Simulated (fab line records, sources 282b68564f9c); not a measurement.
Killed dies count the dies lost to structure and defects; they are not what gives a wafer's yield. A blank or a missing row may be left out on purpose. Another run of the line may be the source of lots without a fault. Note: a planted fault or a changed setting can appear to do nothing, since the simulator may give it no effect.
Code-filled problem report in 8D (eight disciplines) form | flow rit-cmos | the parts of the form that need people (team, actions taken, sign-off) are left out

1. THE ISSUE
Mean of dose-ions-cm2 at RIT_PSD_IMPLANT_08: 4.657e+15 across 6 wafers in 2 lots; on wafers with no fault it is 4.999e+15 (standard deviation 6.5e+12). That is -53 standard deviations from the usual mean.
Earliest sighting: wafer L853.1 on implanter-03 at day 6 16:55. The record holds 18 wafers of 6 lots with a number at this step. Rule for "out" (also "out of limits"): further than 4 standard deviations from the usual mean. The other wafers with a number count as sound.

2. WHAT THIS IS AND IS NOT
question                    | is                     | is not
which readings at this step | dose-ions-cm2          | beam-energy-keV
which lots                  | L853, L856             | L843, L845, L855, L859
which wafers of those lots  | all that have a number | -
read on which tools         | implanter-03           | implanter-02, implanter-04
when                        | from day 6 16:55       | up to then (6 sound wafers); but 6 sound wafers of L855, L859 came after

3. WHAT RULES OUT EACH SUSPECT
Counting: a tool at a process step up to the reading stays a suspect if it ran every lot that is out and no sound lot after the first of them.
- implanter-03 at RIT_PSD_IMPLANT_08: kept. Every lot that is out went through it, starting with L853 (day 6 16:55), and after that it ran no sound lot; the last sound lot it ran before then is L845 (day 5 07:29). Out on those wafers are its own readings of dose-ions-cm2.
The count leaves implanter-03 at RIT_PSD_IMPLANT_08.

4. THE CAUSE (what the simulator had put in)
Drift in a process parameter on implanter-03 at RIT_PSD_IMPLANT_08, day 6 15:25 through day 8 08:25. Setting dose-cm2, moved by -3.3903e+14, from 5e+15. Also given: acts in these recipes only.
This tool alone remained once counting was done.

5. THE EFFECT CHAIN, in route order
Rows list readings where the struck wafers' mean (over those with a number) sits beyond 3 standard deviations from the usual. Readings are gone through only where the record gives a usual standard deviation; hours: the median, over the lots, of the time from a lot's start at the first step in this table giving one to that lot's start at this step; sigmas: the change measured in usual standard deviations.
hours | step               | reading       | usual     | on struck wafers | change     | sigmas
0     | RIT_PSD_IMPLANT_08 | dose-ions-cm2 | 4.999e+15 | 4.657e+15        | -3.420e+14 | -53
Process steps it contains:
- RIT_PSD_IMPLANT_08

6. HOW IT WOULD HAVE BEEN CAUGHT EARLIER
In this record no reading fell out of limits until day 6 16:55, 2 hours after the fault had begun at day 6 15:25.
